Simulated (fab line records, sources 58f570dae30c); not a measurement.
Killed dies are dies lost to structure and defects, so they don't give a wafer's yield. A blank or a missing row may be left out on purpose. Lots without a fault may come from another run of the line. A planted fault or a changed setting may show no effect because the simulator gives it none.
Which tool did it? | flow berkeley_cmos170 | 14 lots, 42 wafers sampled, at 2 steps of a route of 331

WHAT THE GAUGES READ, wafer by wafer
UCB170_M2_CD_MEAS_90: target cd 700 nm. Usual: cd_nm 700 nm, standard deviation 4.5.
lot  | measured     | on        | cd_nm (nm)  | flag
L826 | day 7 17:23  | cd_sem-02 | 700 698 700 |
L827 | day 7 17:49  | cd_sem-02 | 703 704 698 |
L829 | day 8 00:50  | cd_sem-02 | 704 702 690 |
L830 | day 8 11:23  | cd_sem-01 | 700 701 700 |
L832 | day 8 19:47  | cd_sem-02 | 707 701 694 |
L834 | day 9 12:06  | cd_sem-02 | 699 699 698 |
L835 | day 9 14:58  | cd_sem-02 | 699 701 700 |
L836 | day 9 15:31  | cd_sem-02 | 707 707 709 |
L837 | day 9 19:06  | cd_sem-02 | 706 706 703 |
L846 | day 11 14:44 | cd_sem-01 | 699 697 693 |
L847 | day 11 15:16 | cd_sem-01 | 704 703 702 |
L845 | day 11 15:38 | cd_sem-02 | 698 698 701 |
L848 | day 11 15:40 | cd_sem-01 | 704 708 702 |
L849 | day 12 03:27 | cd_sem-01 | 697 696 696 |

UCB170_M3_RS_MEAS_02: measures by four-point-probe. Usual: M3_AL_RS 0.0321 ohm/sq, standard deviation 0.00044.
lot  | measured     | on            | M3_AL_RS (ohm/sq)    | flag
L826 | day 7 20:44  | film_metro-02 | 0.0324 0.0325 0.0323 |
L827 | day 7 21:25  | film_metro-04 | 0.0316 0.0322 0.0322 |
L829 | day 8 03:51  | film_metro-04 | 0.0323 0.0321 0.0319 |
L830 | day 8 14:10  | film_metro-03 | 0.0322 0.0323 0.0323 |
L832 | day 8 23:46  | film_metro-02 | 0.0330 0.0324 0.0327 |
L834 | day 9 14:58  | film_metro-03 | 0.0326 0.0324 0.0320 |
L835 | day 9 18:19  | film_metro-03 | 0.0317 0.0315 0.0314 |
L836 | day 9 18:40  | film_metro-03 | 0.0321 0.0321 0.0317 |
L837 | day 9 22:07  | film_metro-04 | 0.0320 0.0323 0.0318 |
L846 | day 11 17:37 | film_metro-03 | 0.0331 0.0322 0.0323 |
L847 | day 11 18:25 | film_metro-03 | 0.0326 0.0330 0.0327 |
L845 | day 11 18:44 | film_metro-04 | 0.0313 0.0320 0.0318 |
L848 | day 11 18:33 | film_metro-02 | 0.0318 0.0325 0.0325 |
L849 | day 12 09:08 | film_metro-03 | 0.0321 0.0314 0.0317 |

WHICH TOOL RAN EACH LOT (tool, then ch and the chambers of the sampled wafers, then the start)
The record holds no process step before these readings.

WHAT THE TOOLS THEMSELVES READ (means of the sampled wafers that have a number; where no wafer has one, the mark that the record gives instead)
The record holds no such reading with a usual standard deviation.

THE ANSWER, worked out from the rows above alone
Rule: a lot is off if the mean of its wafers that have a number lies more than 3 standard deviations from the usual mean. A lot without any number at a reading at which 4 lots or more have one is off too. The other lots that the step has rows for count as sound. The gauges are gone through in route order, then the tools' own readings, and for those a lot's mean is taken as printed above. The first step at which some lot is off is used, and at that step the reading that is off furthest; a lot without a number counts as furthest.
No lot is off at any reading shown: from this, nothing can be told.

WHAT THE SIMULATOR HAD PUT IN
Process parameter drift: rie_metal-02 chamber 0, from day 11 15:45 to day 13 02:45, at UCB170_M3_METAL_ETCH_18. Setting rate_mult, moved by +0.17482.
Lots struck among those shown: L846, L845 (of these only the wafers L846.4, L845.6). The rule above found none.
